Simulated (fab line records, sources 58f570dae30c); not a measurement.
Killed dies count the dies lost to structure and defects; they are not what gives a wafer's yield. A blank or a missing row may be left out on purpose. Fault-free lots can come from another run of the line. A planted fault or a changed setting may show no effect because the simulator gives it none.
fab line records ; flow berkeley-cmos170
record: lots: 7; wafers: 21; last-day: 12
route steps=331 shown M3@309
lots with no fault: from the same line, run without faults
start-h: hours from the record's opening day to when the first of the lot's shown wafers began ; wait-h: hours elapsed since this lot's preceding step ; " the same as in the row above ; L1.1+2: a single row standing in for several wafers ; - no value, or no start given ; * or withheld: withheld ; < > ~ a bound
route shown NAME@n: names a module that has steps shown in the file, with the first one's number in the route ; usual: mean/standard deviation of fault-free wafers ; same: alike in all rows ; chamber/n: place in a boat ; sites: each site's reading ; _std_site: standard deviation of those values ; _edge_site: outer sites' mean less inner sites' ; radius-mm: how far each site lies from the wafer's centre ; mask NAME#n: copy n ; behind: the last tool/chamber to shape the wafer ; hold: reason for holding the lot/hours on hold/outcome of the hold ; device: names the non-switching transistor (n, p or np) ; end of line: at the end of the route, the tests of the same wafers ; a step with no rows: only its recipe ; killed: count of dies lost to structure and defects at first sort (not the wafer's yield) ; map: a wafer's dies, x killed, . not, _ none there
set.NAME: the setting as run; set.NAME@STEP: as run at that earlier step ; model.NAME: the simulator's own value behind a step, which no gauge read
lots at some steps of the route; a table a step, a row a wafer
services: from which hour (start-h, from the record's first day; less than 0 if before it) a tool's chamber was out of use, for how many hours, and why
== steps ==
step: UCB170_M3_PRE_CLEAN_00
recipe: gas: Ar; preclean-etch-time-s: 60
step: UCB170_M3_SPUTTER_01
recipe: material: Al; target-thk-nm: 900; time-s: 120; power-w: 6000; chamber-pressure-pa: 0.5
usual: throttle-valve-pct: 29.8/0.78
lot.wafer;tool;chamber;start-h;wait-h;throttle-valve-pct
L196.1;pvd-sputter-03;-;155.19;0.0;28.6
L196.2;pvd-sputter-03;-;155.19;0.0;30.2
L196.3;pvd-sputter-03;-;155.19;0.0;30.0
L204.1;pvd-sputter-02;-;211.14;0.0;30.5
L204.4;pvd-sputter-02;-;211.14;0.0;30.2
L204.5;pvd-sputter-02;-;211.14;0.0;30.9
L210.2;pvd-sputter-03;-;238.04;0.0;28.5
L210.3;pvd-sputter-03;-;238.04;0.0;30.0
L210.6;pvd-sputter-03;-;238.04;0.0;28.5
L214.2;pvd-sputter-03;-;251.81;0.0;30.3
L214.4;pvd-sputter-03;-;251.81;0.0;28.6
L214.6;pvd-sputter-03;-;251.81;0.0;30.0
L213.1;pvd-sputter-01;-;251.98;0.0;31.2
L213.2;pvd-sputter-01;-;251.98;0.0;29.2
L213.6;pvd-sputter-01;-;251.98;0.0;31.2
L212.1;pvd-sputter-02;-;252.25;0.0;30.7
L212.3;pvd-sputter-02;-;252.25;0.0;30.2
L212.4;pvd-sputter-02;-;252.25;0.0;30.1
L216.1;pvd-sputter-02;-;272.12;0.0;29.7
L216.4;pvd-sputter-02;-;272.12;0.0;30.4
L216.5;pvd-sputter-02;-;272.12;0.0;30.7
step: UCB170_M3_RS_MEAS_02
recipe: thk-meas-gauge: four-point-probe; reads: Al_of_M3_SPUTTER_01
usual: M3_AL_RS: 0.0320/0.00031
lot.wafer;tool;chamber;start-h;wait-h;M3_AL_RS[ohm/sq]
L196.1;film-metro-01;-;155.27;0.0;0.0318
L196.2;film-metro-01;-;155.27;0.0;0.0317
L196.3;film-metro-01;-;155.27;0.0;0.0319
L204.1;film-metro-01;-;211.23;0.0;0.0321
L204.4;film-metro-01;-;211.23;0.0;0.0321
L204.5;film-metro-01;-;211.23;0.0;0.0320
L210.2;film-metro-01;-;238.14;0.1;0.0319
L210.3;film-metro-01;-;238.14;0.1;0.0319
L210.6;film-metro-01;-;238.14;0.1;0.0319
L214.2;film-metro-01;-;251.91;0.1;0.0316
L214.4;film-metro-01;-;251.91;0.1;0.0315
L214.6;film-metro-01;-;251.91;0.1;0.0318
L213.1;film-metro-02;-;252.06;0.0;0.0319
L213.2;film-metro-02;-;252.06;0.0;0.0319
L213.6;film-metro-02;-;252.06;0.0;0.0320
L212.1;film-metro-01;-;252.33;0.0;0.0323
L212.3;film-metro-01;-;252.33;0.0;0.0322
L212.4;film-metro-01;-;252.33;0.0;0.0325
L216.1;film-metro-01;-;272.20;0.0;0.0325
L216.4;film-metro-01;-;272.20;0.0;0.0324
L216.5;film-metro-01;-;272.20;0.0;0.0323
step: UCB170_M3_THK_MEAS_03
recipe: thk-meas-gauge: xrf; reads: Al_of_M3_SPUTTER_01
usual: M3_AL_THK: 924/11
lot.wafer;tool;chamber;start-h;wait-h;M3_AL_THK[nm]
L196.1;film-metro-01;-;155.39;0.1;923
L196.2;film-metro-01;-;155.39;0.1;932
L196.3;film-metro-01;-;155.39;0.1;923
L204.1;film-metro-01;-;211.35;0.1;928
L204.4;film-metro-01;-;211.35;0.1;926
L204.5;film-metro-01;-;211.35;0.1;928
L210.2;film-metro-01;-;238.25;0.1;932
L210.3;film-metro-01;-;238.25;0.1;930
L210.6;film-metro-01;-;238.25;0.1;940
L214.2;film-metro-01;-;252.02;0.1;942
L214.4;film-metro-01;-;252.02;0.1;939
L214.6;film-metro-01;-;252.02;0.1;932
L213.1;film-metro-02;-;252.18;0.1;933
L213.2;film-metro-02;-;252.18;0.1;935
L213.6;film-metro-02;-;252.18;0.1;927
L212.1;film-metro-01;-;252.45;0.1;916
L212.3;film-metro-01;-;252.45;0.1;914
L212.4;film-metro-01;-;252.45;0.1;910
L216.1;film-metro-01;-;272.32;0.1;912
L216.4;film-metro-01;-;272.32;0.1;914
L216.5;film-metro-01;-;272.32;0.1;914
step: UCB170_M3_HMDS_04
recipe: prime-time-s: 60; prime-temp-c: 100
step: UCB170_M3_COAT_05
recipe: resist: KrF; spin-rpm: 1500; resist-thk-nm: 900
step: UCB170_M3_SOFTBAKE_06
recipe: resist: KrF; temp-c: 130; time-s: 60
step: UCB170_M3_STRIP_07
recipe: chemistry: O2; power-w: 400; pressure-mtorr: 3500; platen-temp-c: withheld; o2-flow-sccm: 400; overash-fraction: 0.5
usual: drypump-motor-current-A: 5.7/0.38; oes-product-au: 0.735/0.0043; strip-time-to-endpoint-s: 21.98/0.072
lot.wafer;tool;chamber;start-h;wait-h;drypump-motor-current-A;oes-product-au;rf-hours-counter-h;strip-time-to-endpoint-s
L196.1;plasma-asher-04;1;156.09;0.1;5.3;0.736;4;22.01
L196.2;plasma-asher-04;0;156.09;0.1;6.2;0.739;4;22.03
L196.3;plasma-asher-04;0;156.09;0.1;6.3;0.732;-;21.99
L204.1;plasma-asher-01;0;211.86;0.1;5.2;0.733;52;21.87
L204.4;plasma-asher-01;1;211.86;0.1;5.5;0.745;-;21.94
L204.5;plasma-asher-01;1;211.86;0.1;5.5;0.739;-;21.89
L210.2;plasma-asher-04;1;239.34;0.1;5.3;0.728;12;21.95
L210.3;plasma-asher-04;1;239.34;0.1;5.3;0.741;-;21.98
L210.6;plasma-asher-04;1;239.34;0.1;5.3;0.731;-;22.00
L214.2;plasma-asher-03;1;252.52;0.1;5.5;0.731;57;22.03
L214.4;plasma-asher-03;1;252.52;0.1;5.5;0.728;-;22.04
L214.6;plasma-asher-03;1;252.52;0.1;5.5;0.742;-;22.02
L213.1;plasma-asher-04;0;252.69;0.1;6.3;0.743;15;21.93
L213.2;plasma-asher-04;1;252.69;0.1;5.3;0.734;15;21.97
L213.6;plasma-asher-04;0;252.69;0.1;6.2;0.734;-;21.94
L212.1;plasma-asher-04;1;252.96;0.1;5.3;0.733;15;22.00
L212.3;plasma-asher-04;1;252.96;0.1;5.3;0.739;-;21.91
L212.4;plasma-asher-04;0;252.96;0.1;6.3;0.738;-;21.96
L216.1;plasma-asher-03;0;272.83;0.1;6.0;0.735;59;21.91
L216.4;plasma-asher-03;1;272.83;0.1;5.5;0.730;-;21.97
L216.5;plasma-asher-03;0;272.83;0.1;6.0;0.736;-;22.04
step: UCB170_M3_STRIP_08
recipe: chemistry: DMSO; temp-c: 80; time-s: 600; material: KrF
step: UCB170_M3_COAT_09
recipe: resist: BARC; temp-c: withheld; time-s: withheld; spin-rpm: 2961; resist-thk-nm: withheld
step: UCB170_M3_COAT_10
recipe: resist: KrF; spin-rpm: 1500; resist-thk-nm: 900
step: UCB170_M3_SOFTBAKE_11
recipe: resist: KrF; temp-c: 130; time-s: 60
step: UCB170_M3_EXPOSE_12
recipe: mask-id: METAL3; target-cd-nm: 700; na: 0.5; sigma-outer: 0.6; source-shape: conventional; dose-mj: 26.39
usual: exposure-dose-mJ-cm2: 26.08/0.12; focus-offset-nm: 0.1/0.48
lot.wafer;tool;chamber;start-h;wait-h;mask;exposure-dose-mJ-cm2;focus-offset-nm
L196.1;krf-scanner-02;0;156.93;-;METAL3#0;25.94;-0.3
L196.2;krf-scanner-02;0;156.93;-;METAL3#0;25.98;0.8
L196.3;krf-scanner-02;0;156.93;-;METAL3#0;25.98;-0.2
L204.1;krf-scanner-02;0;212.70;-;METAL3#0;25.99;-0.3
L204.4;krf-scanner-02;0;212.70;-;METAL3#0;26.04;0.8
L204.5;krf-scanner-02;0;212.70;-;METAL3#0;26.04;0.5
L210.2;krf-scanner-02;-;240.76;-;METAL3#0;-;-
L210.3;krf-scanner-02;-;240.76;-;METAL3#0;-;-
L210.6;krf-scanner-02;-;240.76;-;METAL3#0;-;-
L214.2;krf-scanner-01;-;253.41;-;METAL3#0;-;-
L214.4;krf-scanner-01;-;253.41;-;METAL3#0;-;-
L214.6;krf-scanner-01;-;253.41;-;METAL3#0;-;-
L213.1;krf-scanner-02;-;253.63;-;METAL3#0;-;-
L213.2;krf-scanner-02;-;253.63;-;METAL3#0;-;-
L213.6;krf-scanner-02;-;253.63;-;METAL3#0;-;-
L212.1;krf-scanner-01;0;253.87;-;METAL3#0;26.26;-0.3
L212.3;krf-scanner-01;0;253.87;-;METAL3#0;26.27;-0.4
L212.4;krf-scanner-01;0;253.87;-;METAL3#0;26.26;0.0
L216.1;krf-scanner-01;0;274.30;-;METAL3#0;26.26;0.1
L216.4;krf-scanner-01;0;274.30;-;METAL3#0;26.28;0.3
L216.5;krf-scanner-01;0;274.30;-;METAL3#0;26.30;0.1
step: UCB170_M3_PEB_13
recipe: peb-temp-c: 130; peb-time-s: withheld; resist: KrF
== services ==
tool;chamber;start-h;hours;kind
krf-scanner-02;-;138.36;1.0;pm
krf-scanner-01;-;159.99;4.0;pm
krf-scanner-02;-;167.63;0.8;pm
krf-scanner-02;-;176.70;0.6;repair
krf-scanner-02;-;178.46;2.4;repair
pvd-sputter-03;-;181.47;5.5;repair
pvd-sputter-02;-;182.59;2.9;repair
krf-scanner-02;-;187.03;1.9;repair
pvd-sputter-01;-;196.01;6.9;repair
krf-scanner-01;-;204.52;1.3;pm
krf-scanner-01;-;231.27;1.0;pm
pvd-sputter-01;-;232.76;0.8;repair
krf-scanner-02;-;238.22;1.3;pm
plasma-asher-01;-;248.32;14.6;pm
krf-scanner-01;-;254.84;0.8;pm
krf-scanner-01;-;255.59;11.6;pm
krf-scanner-02;-;267.01;4.0;repair
krf-scanner-01;-;270.09;0.5;repair
krf-scanner-02;-;270.99;0.8;pm
krf-scanner-02;0;273.68;-;calibration
== key ==
first-sign: step: UCB170_M3_EXPOSE_12; reading: tool-record; direction: missing
effect none on later readings
met-at UCB170_M3_EXPOSE_12
struck-wafers L210.2,L210.3,L210.6,L213.1,L213.2,L213.6,L214.2,L214.4,L214.6
later-rows-left-out L210.2,L210.3,L210.6,L213.1,L213.2,L213.6,L214.2,L214.4,L214.6
sort-left-out L210.2,L210.3,L210.6,L213.1,L213.2,L213.6,L214.2,L214.4,L214.6
onset-between 212.70 240.76
fault: kind: skipped-step-whole; tool: krf-scanner-01,krf-scanner-02; chamber: -; onset-h: 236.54; steps: UCB170_M3_EXPOSE_12; scope: struck-lots-only
sort-left-out: the simulated sort isn't trusted on such a fault, so these wafers' sort isn't shown, and their yield isn't known
later-rows-left-out: the simulator's readings of these wafers behind a module that went badly wrong aren't trusted and aren't shown, but for the sort
